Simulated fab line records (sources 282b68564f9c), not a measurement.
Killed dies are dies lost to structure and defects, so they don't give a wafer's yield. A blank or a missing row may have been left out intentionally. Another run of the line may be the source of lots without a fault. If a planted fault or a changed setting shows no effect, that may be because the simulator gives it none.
Split-lot trial ; flow rit-cmos ; 5 lots, 23 wafers read, on a route of 202 steps

## ON THE SPLIT
At RIT_GATE_DEVELOP_15 (develop time 50 s), the setting dev-temp-c was moved away from the recipe's 23 C on 8 of the 23 wafers read, by -12.0% to +10.3%. The other wafers ran this setting at the recipe's value.

## FROM THE SPLIT TO THE READING: what the file shows between them, 17 steps
- RIT_PSD_COAT_01: resist thk 1000 nm (also split here: resist-thk-nm)
- RIT_PSD_SOFTBAKE_02: time 60 s
- RIT_PSD_EXPOSE_03: exposes mask M10, target cd 40900 nm
- RIT_PSD_DEVELOP_05: develop time 50 s
- RIT_PSD_HARDBAKE_07: time 60 s
- RIT_PSD_IMPLANT_08 (also split here: dose-cm2)
- RIT_SDANNEAL_CLEAN_01: cleans in dHF, time 30 s (also split here: time-s)
- RIT_SDANNEAL_CLEAN_02: cleans in SC2, time 600 s
- RIT_SDANNEAL_RTA_03: time 5 s
- RIT_SDANNEAL_RS_MEAS_04: measures by four-point-probe
- RIT_SILICIDE_SPUTTER_01: material Ti, target thk 30 nm, time 240 s (also split here: power-w)
- RIT_SILICIDE_RS_MEAS_02: measures by four-point-probe
- RIT_SILICIDE_THK_MEAS_03: measures by xrf
- RIT_M1_COAT_04: resist thk 1300 nm (also split here: resist-thk-nm)
- RIT_M1_SOFTBAKE_05: time 60 s
- RIT_M1_EXPOSE_06: exposes mask M12, target cd 2600 nm
- RIT_M1_HARDBAKE_11: time 120 s

## THE READING
etest.pmos_0p15.drive-ua-um (the simulator's own value, which no gauge read), at RIT_M1_PROBE_99. The file gives no usual value for it. Across the 15 wafers here that went through the recipe, the average is 266.7 and the standard deviation 7.2.

wafer;tool, chamber at the split;dev-temp-c as run, C;against the recipe;etest.pmos_0p15.drive-ua-um;against lot-mates on the recipe
L075.1;litho-track-01, 0;23;recipe;272.4;-
L075.2;litho-track-01, 0;23;recipe;266.2;-
L075.3;litho-track-01, 0;23;recipe;262.7;-
L075.4;litho-track-01, 0;23;recipe;258.3;-
L075.5;litho-track-01, 0;23;recipe;260.5;-
L077.1;litho-track-02, 0;23;recipe;262.4;-
L077.3;litho-track-02, 0;23;recipe;263.7;-
L077.4;litho-track-02, 0;20.49;-10.9%;295.6;+32.6
L077.5;litho-track-02, 0;20.49;-10.9%;323.2;+60.2
L077.6;litho-track-02, 0;20.49;-10.9%;310.6;+47.6
L078.1;litho-track-02, 0;23;recipe;286.4;-
L078.2;litho-track-02, 0;25.37;+10.3%;231.2;-43.5
L078.3;litho-track-02, 0;25.37;+10.3%;239.6;-35.1
L078.5;litho-track-02, 0;23;recipe;260.4;-
L078.6;litho-track-02, 0;23;recipe;277.2;-
L080.1;litho-track-01, 0;23;recipe;260.4;-
L080.2;litho-track-01, 0;23;recipe;265.6;-
L080.6;litho-track-01, 0;23;recipe;266.4;-
L084.1;litho-track-02, 0;23;recipe;269.2;-
L084.3;litho-track-02, 0;20.23;-12.0%;345.2;+76.4
L084.4;litho-track-02, 0;20.23;-12.0%;358.3;+89.6
L084.5;litho-track-02, 0;23;recipe;268.3;-
L084.6;litho-track-02, 0;20.23;-12.0%;344.4;+75.6

THE FIT
A straight line over all 23 wafers: etest.pmos_0p15.drive-ua-um changes by -4.85 for each +1% of dev-temp-c; r = -0.92; the points scatter about the line by 13.
The same after taking each lot's own level away (the mean of its wafers on the recipe; 23 wafers): -5.11 for each +1%; r = -0.95; scatter 11.
That fit puts the effect of the largest move of dev-temp-c on the reading at 61.
Across the lots, their own levels run from 263.05 to 274.67, a range of 1.6 times the standard deviation given above.
So the lot-to-lot level changes the slope little: the two slopes agree.
Check: +61.7 against its lot-mates is what the line predicts for one of the wafers moved furthest among these (-12.0%) when that wafer is left out of the fit. It came out at +76.4 against them.

## FURTHER SPLITS ON THESE WAFERS
Before the reading, these wafers also passed through other splits. Each is held against what the fit with the lots' levels taken away leaves over:
other split on the same wafers;wafers away from the commonest value;r with etest.pmos_0p15.drive-ua-um (lot level and that fit taken away)
RIT_NRETRO_COAT_01 spin-rpm;6;-0.01
RIT_NRETRO_SOFTBAKE_02 temp-c;9;-0.01
RIT_PRETRO_IMPLANT_08 dose-cm2;8;-0.16
RIT_GATE_COAT_11 spin-rpm;10;+0.72
RIT_PSD_COAT_01 resist-thk-nm;10;+0.11
RIT_PSD_IMPLANT_08 dose-cm2;6;+0.30
RIT_SDANNEAL_CLEAN_01 time-s;15;-0.32
RIT_SILICIDE_SPUTTER_01 power-w;12;+0.01
RIT_M1_COAT_04 resist-thk-nm;6;-0.34

## THE WHOLE CHAIN: every reading that the file lists as answering this split, in the file's order
step;what it does;reading;change (the file's fit);r (the file's)
RIT_M1_PROBE_99;;etest.pmos-turned.r-on-ohm-um (the simulator's own value, which no gauge read);+38.2 for each +1% of the setting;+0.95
RIT_M1_PROBE_99;;etest.pmos_0p15.r-on-ohm-um (the simulator's own value, which no gauge read);+38.7 for each +1% of the setting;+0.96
RIT_M1_PROBE_99;;etest.pmos_0p3.r-on-ohm-um (the simulator's own value, which no gauge read);+35.8 for each +1% of the setting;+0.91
RIT_M1_PROBE_99;;etest.nmos_0p3.r-on-ohm-um (the simulator's own value, which no gauge read);+10.2 for each +1% of the setting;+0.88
RIT_M1_PROBE_99;;etest.nmos_0p15.r-on-ohm-um (the simulator's own value, which no gauge read);+12.1 for each +1% of the setting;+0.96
RIT_M1_PROBE_99;;etest.nmos_0p15.drive-ua-um (the simulator's own value, which no gauge read);-7.52 for each +1% of the setting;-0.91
RIT_M1_PROBE_99;;etest.nmos-turned.drive-ua-um (the simulator's own value, which no gauge read);-4.11 for each +1% of the setting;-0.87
RIT_M1_PROBE_99;;etest.pmos_0p15.drive-ua-um (the simulator's own value, which no gauge read);-5.09 for each +1% of the setting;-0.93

## FILE'S OWN FIT
etest.pmos_0p15.drive-ua-um changes by -5.09 for each +1% of dev-temp-c, r = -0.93.
